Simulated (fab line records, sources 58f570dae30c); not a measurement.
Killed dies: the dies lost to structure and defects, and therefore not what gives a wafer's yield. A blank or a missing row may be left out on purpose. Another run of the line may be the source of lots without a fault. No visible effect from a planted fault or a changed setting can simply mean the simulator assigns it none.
Comparing a struck lot with a sound one | flow berkeley-cmos170 | 36 steps out of a route of 331
Sound: these wafers, L464.4, L464.5, L464.6. Struck: wafers L480.2, L480.5, L480.6. The cause is named last.
Per side, at each step with rows, come the tool, then ch with its chambers, and then its first start. Under that, the readings that differ: sound wafers | struck wafers | difference of the means | sigmas: that difference in standard deviations of wafers without a fault.
alike: a reading whose means differ by less than 2 such deviations, as well as words and numbers matching on both sides. not compared: withheld readings; readings where some wafer has no value; bounds like >300 that might hide an equal value; numbers whose values overlap and for which the record gives no deviation.
A row with sigmas, a row that says differs or no value, or rows on one side alone: a step with any of these is where the two part. Numbers that don't overlap but have no deviation are shown without sigmas and don't part them. A reading missing from all wafers of one side parts the sides only when that side holds two or more wafers.

UCB170_SPACER_CVD_00: deposits SiO2 from TEOS/O2, target thk 376 nm, time 47 s.
  sound on pecvd-01 ch 0,1,2, day 6 08:42; struck on pecvd-01 ch 0,2, day 9 17:14
  alike: heater-power-w
UCB170_SPACER_THK_MEAS_01:
  sound on film-metro-03 at day 6 08:45; struck on film-metro-04 at day 9 17:17
  alike: SPACER_TEOS_THK
then, 8 steps without rows for these wafers: UCB170_SPACER_ANNEAL_02 (time 1800 s); UCB170_SPACER_ETCHBACK_03 (etches SiO2 in CHF3/CF4/Ar, stops on Si, target depth 376 nm, time 100 s); UCB170_PSD_HMDS_00 (prime time 60 s); UCB170_PSD_COAT_01 (resist thk 900 nm); UCB170_PSD_SOFTBAKE_02 (time 60 s); UCB170_PSD_EXPOSE_03 (exposes mask PSELECT MOD, target cd 1200 nm); UCB170_PSD_PEB_04; UCB170_PSD_DEVELOP_05 (develop time 45 s).
UCB170_PSD_CD_MEAS_06: target cd 1200 nm.
  sound on cd-sem-01 at day 6 17:48; struck on cd-sem-02 at day 10 00:41
  alike: cd-nm
UCB170_PSD_OVL_MEAS_07:
  sound on overlay-02 at day 6 17:52; struck on overlay-02 at day 10 00:47
  alike: PSD_OVL
UCB170_PSD_IMPLANT_08:
  sound on implanter-03 ch 0, day 6 17:58; struck on implanter-01 ch 0, day 10 00:50
  reading                          | sound                         | struck                        | difference | sigmas
  dose-ions-cm2                    | 3.009e+15 2.998e+15 3.003e+15 | 1.832e+15 1.832e+15 1.834e+15 | -1.171e+15 | -99 or more
  end-station-pressure-torr (Torr) | 1.19e-05 1.36e-05 1.3e-05     | 1e-05 9.2e-06 9.1e-06         | -3e-06     | -5
  faraday-current-uA               | 9157 9514 9166                | 5658 5784 5753                | -3547      | -17
  alike: beam-on-s
UCB170_PSD_STRIP_09: strips in O2.
  sound on plasma-asher-03 ch 0,1, day 6 18:05; struck on plasma-asher-04 ch 0,1, day 10 00:58
  reading                      | sound             | struck            | difference | sigmas
  oes-product-au (a.u.)        | 0.599 0.601 0.595 | 0.679 0.677 0.674 | +0.078     | +17
  strip-time-to-endpoint-s (s) | 29.51 29.44 29.38 | 24.33 24.32 24.49 | -5.06      | -67
  alike: drypump-motor-current-A
  not compared: rf-hours-counter-h
UCB170_PSD_TW_MEAS_10:
  sound on film-metro-04 at day 6 18:10; struck on film-metro-03 at day 10 01:18
  reading | sound          | struck         | difference | sigmas
  PSD_TW  | 2359 2355 2358 | 1995 1998 1997 | -361       | -23
  not compared: hold
then, 6 steps without rows for these wafers: UCB170_NSD_HMDS_00 (prime time 60 s); UCB170_NSD_COAT_01 (resist thk 900 nm); UCB170_NSD_SOFTBAKE_02 (time 60 s); UCB170_NSD_EXPOSE_03 (exposes mask NSELECT MOD, target cd 1200 nm); UCB170_NSD_PEB_04; UCB170_NSD_DEVELOP_05 (develop time 45 s).
UCB170_NSD_CD_MEAS_06: target cd 1200 nm.
  sound on cd-sem-01 at day 6 19:37; struck on cd-sem-02 at day 10 05:58
  alike: cd-nm
UCB170_NSD_OVL_MEAS_07:
  sound on overlay-02 at day 6 19:41; struck on overlay-02 at day 10 06:05
  alike: NSD_OVL
then, 1 step without rows for these wafers: UCB170_NSD_IMPLANT_08.
UCB170_NSD_STRIP_09: strips in O2.
  sound on plasma-asher-01 ch 0,1, day 6 19:53; struck on plasma-asher-04 ch 0,1, day 10 06:22
  alike: drypump-motor-current-A, oes-product-au, strip-time-to-endpoint-s
  not compared: rf-hours-counter-h
UCB170_NSD_TW_MEAS_10:
  sound on film-metro-02 at day 6 19:59; struck on film-metro-03 at day 10 06:29
  alike: NSD_TW
then, 4 steps without rows for these wafers: UCB170_NSD_CLEAN_11 (cleans in SPM, time 600 s); UCB170_BACKSIDE_HMDS_00 (prime time 60 s); UCB170_BACKSIDE_COAT_01 (resist thk 900 nm); UCB170_BACKSIDE_SOFTBAKE_02 (time 60 s).
UCB170_BACKSIDE_STRIP_03: strips in O2.
  sound on plasma-asher-04 ch 0,1, day 6 20:51; struck on plasma-asher-03 ch 0,1, day 10 07:18
  reading                      | sound             | struck            | difference | sigmas
  strip-time-to-endpoint-s (s) | 22.22 22.17 22.15 | 21.89 21.96 21.99 | -0.23      | -4
  alike: drypump-motor-current-A, oes-product-au
  not compared: rf-hours-counter-h
then, 1 step without rows for these wafers: UCB170_BACKSIDE_CLEAN_04 (cleans in SPM, time 600 s).
UCB170_SDANNEAL_RTA_00: time 10 s.
  sound on rtp-anneal-02 ch 0, day 6 21:08; struck on rtp-anneal-02 ch 0, day 10 07:44
  alike: anneal-temp-c-max, lamp-power-pct, wafer_temp_C_max
UCB170_SDANNEAL_RTA_01: time 5 s.
  sound on rtp-anneal-02 ch 0, day 6 21:11; struck on rtp-anneal-02 ch 0, day 10 07:47
  alike: anneal-temp-c-max, lamp-power-pct, wafer_temp_C_max
UCB170_SDANNEAL_RS_MEAS_02: the measuring method here is four-point-probe.
  sound on film-metro-02 at day 6 21:19; struck on film-metro-02 at day 10 08:09
  reading         | sound             | struck               | difference | sigmas
  PSD_RS (ohm/sq) | 75.42 75.63 75.68 | 106.98 106.33 105.61 | +30.73     | +99 or more
  not compared: hold
UCB170_M3_PROBE_99:
  rows exist in the record for the sound wafers here (prober-02, day 8 04:22), none for the struck ones

== WHERE THEY PART ==
First at UCB170_PSD_IMPLANT_08; last, within this record, at UCB170_M3_PROBE_99.

WHY: the cause the simulator had injected
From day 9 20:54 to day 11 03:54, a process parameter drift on implanter-01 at UCB170_PSD_IMPLANT_08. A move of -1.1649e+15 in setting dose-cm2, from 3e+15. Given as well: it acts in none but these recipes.
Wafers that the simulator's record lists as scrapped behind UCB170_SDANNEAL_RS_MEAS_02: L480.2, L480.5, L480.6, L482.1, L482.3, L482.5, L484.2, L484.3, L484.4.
